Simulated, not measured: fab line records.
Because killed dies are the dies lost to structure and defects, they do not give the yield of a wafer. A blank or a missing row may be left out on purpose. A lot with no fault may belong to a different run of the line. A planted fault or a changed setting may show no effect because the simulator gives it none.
Problem report in the 8D (eight disciplines) form, filled by code + flow berkeley cmos170 + the parts of the form that need people (team, actions taken, sign-off) are left out

== 1. PROBLEM STATEMENT ==
Mean V2_TEOS_THK at UCB170_V2_THK_MEAS_01: 2680 nm over 5 wafers in 2 lots; fault-free wafers: 2009 nm, standard deviation 28. That is +24 standard deviations from the usual mean.
First seen on wafer L224.2, day 10 07:49, on film metro-04. The record has a number at this step for 41 wafers belonging to 14 lots. Rule for "out" (also "out of limits"): further than 4 standard deviations from the usual mean. The rest of the wafers with a number are treated as sound.

== 2. WHAT IT IS, AND WHAT IT ISN'T ==
| question                    | is                     | is not                                                                                 |
|-----------------------------|------------------------|----------------------------------------------------------------------------------------|
| which readings at this step | V2_TEOS_THK            | -                                                                                      |
| which lots                  | L224, L226             | L211, L213, L214, L216, L217, L218, L220, L223, L229, L231, L232, L233                 |
| which wafers of those lots  | all that have a number | -                                                                                      |
| read on which gauges        | film metro-04          | film metro-02, film metro-03                                                           |
| when                        | from day 10 07:49      | up to then (24 sound wafers); but 12 sound wafers of L229, L231, L232, L233 came after |

== 3. SUSPECTS, AND WHAT RULES EACH OUT ==
Counting: any tool at a process step up to the reading is kept as a suspect provided that every lot that is out went through it and no sound lot did after the first of them.
- the gauge at UCB170_V2_THK_MEAS_01: kept. All the wafers that are out were read on film metro-04, and no step on other tools shows them out.
- pecvd-02 at UCB170_V2_CVD_00 (deposits SiO2 from TEOS/O2, target thk 2000 nm, time 250 s): kept. All lots that are out passed through it, beginning with L224 at day 10 07:38, and no sound lot followed; its final sound lot before that point was L223 at day 10 01:28.
Remaining after the count are pecvd-02 at UCB170_V2_CVD_00 and film metro-04 at UCB170_V2_THK_MEAS_01.

== 4. THE CAUSE (what the simulator had put in) ==
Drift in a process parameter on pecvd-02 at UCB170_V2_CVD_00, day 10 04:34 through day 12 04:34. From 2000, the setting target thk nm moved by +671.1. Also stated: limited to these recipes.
Counting left 2 suspects, and this tool is among them.

== 5. THE CHAIN OF EFFECTS, in route order ==
Rows list readings where the struck wafers' mean (over those with a number) sits beyond 3 standard deviations from the usual. Only readings whose record carries a usual standard deviation are examined. hours: median over the lots of the time between each lot's start at the first step of this table that gives one and its start at this step. sigmas: the change, counted in usual standard deviations.
| hours | step                  | reading     | usual   | on struck wafers | change | sigmas |
|-------|-----------------------|-------------|---------|------------------|--------|--------|
| 0     | UCB170_V2_THK_MEAS_01 | V2_TEOS_THK | 2009 nm | 2680             | +671   | +24    |

== 6. HOW IT WOULD HAVE BEEN CAUGHT EARLIER ==
Counted from the fault's start at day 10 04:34, it took 3 hours until the first out-of-limits reading at a measuring or inspecting step in this record, taken at day 10 07:49.
No tool reading at UCB170_V2_CVD_00 that has a usual standard deviation in the record was out on any struck wafer, so an alarm limit of 4 standard deviations on those readings would not have fired.
L226, from the lots that are out (2), started UCB170_V2_CVD_00 on pecvd-02 later than day 10 07:49. Holding the tool at that time would have saved it.
